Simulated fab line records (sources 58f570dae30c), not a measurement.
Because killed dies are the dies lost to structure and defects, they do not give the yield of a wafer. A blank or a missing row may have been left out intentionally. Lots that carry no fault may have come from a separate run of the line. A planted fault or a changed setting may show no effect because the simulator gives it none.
Problem report in the 8D (eight disciplines) form, filled by code :: flow berkeley-cmos170 :: the parts of the form that need people (team, actions taken, sign-off) are left out

1. WHAT WENT WRONG
FIELD_OXIDE_THK at UCB170_FIELD_THK_MEAS_02 reads a mean of 471 nm on 6 wafers of 2 lots; wafers without a fault read 557 nm with a standard deviation of 9.3. Relative to the usual mean, that is a shift of -9.3 standard deviations.
First observed at day 5 11:19: wafer L858.2, on film-metro-02. The record has a number at this step for 42 wafers belonging to 14 lots. By rule, "out" or "out of limits" means more than 4 standard deviations away from the usual mean. All remaining wafers that have a number are taken as sound.

2. WHAT IT IS, AND WHAT IT ISN'T
question: which readings at this step
is: FIELD_OXIDE_THK
is not: -

question: which lots
is: L858, L859
is not: L855, L856, L862, L864, L868, L869, L871, L872, L873, L874, L876, L878

question: which wafers of those lots
is: all that have a number
is not: -

question: read on which gauges
is: film-metro-02, film-metro-03
is not: film-metro-01

question: when
is: from day 5 11:19
is not: up to then (6 sound wafers); but 30 sound wafers of L862, L864, L868, L869, L871, L872, L873, L874, L876, L878 came after

3. THE SUSPECTS, EACH WITH WHAT RULES IT OUT
Counting: a tool stays on the suspect list if, at a process step up to the reading, it processed all lots that are out and no sound lot following the first of them.
- ruled out: the gauge at UCB170_FIELD_THK_MEAS_02. The wafers that are out were read on 2 gauges (film-metro-02, film-metro-03).
- plasma-asher-02 at UCB170_NWELL_STRIP_15 (strips in O2): ruled out as a lasting fault. The sound lots L862, L864, L869, L873, L874 went through it after L858, its earliest lot that is out (day 2 23:10).
- furnace-03 at UCB170_FIELD_OXIDATION_01 (target thk 558.3 nm, ox time 7200 s): kept. All lots that are out passed through it, beginning with L858 at day 5 08:19, and no sound lot followed; its final sound lot before that point was L855 at day 4 18:13.
The count leaves furnace-03 at UCB170_FIELD_OXIDATION_01.

4. THE CAUSE (what the simulator had put in)
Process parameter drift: furnace-03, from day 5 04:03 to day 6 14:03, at UCB170_FIELD_OXIDATION_01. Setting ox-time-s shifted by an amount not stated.
This tool alone remained once counting was done.

5. SEQUENCE OF EFFECTS, ordered by route
Each row: a reading where the mean over the struck wafers with a number is more than 3 standard deviations away from the usual. Readings are gone through only where the record gives a usual standard deviation; hours: the median, over the lots, of the time from a lot's start at the first step in this table giving one to that lot's start at this step; sigmas: the change measured in usual standard deviations.
hours: 0
step: UCB170_FIELD_THK_MEAS_02
reading: FIELD_OXIDE_THK
usual: 557 nm
on struck wafers: 471
change: -86
sigmas: -9.3

hours: 10
step: UCB170_FIELD_THK_MEAS_90
reading: FIELD_OXIDE_LEFT_1_THK
usual: 441 nm
on struck wafers: 356
change: -85
sigmas: -9.1

hours: 32
step: UCB170_FIELD_THK_MEAS_91
reading: FIELD_OXIDE_LEFT_2_THK
usual: 353 nm
on struck wafers: 268
change: -86
sigmas: -9.1

6. WHAT WOULD HAVE CAUGHT IT SOONER
Counted from the fault's start at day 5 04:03, it took 7 hours until the first out-of-limits reading at a measuring or inspecting step in this record, taken at day 5 11:19.
An alarm limit of 4 standard deviations would not have fired on the tool readings at UCB170_FIELD_OXIDATION_01 for which the record gives a usual standard deviation, since none of them was out on any struck wafer.
By day 5 11:19, every lot that is out (2) had started UCB170_FIELD_OXIDATION_01 on furnace-03. Tool hold at that time: it would have spared none of them.
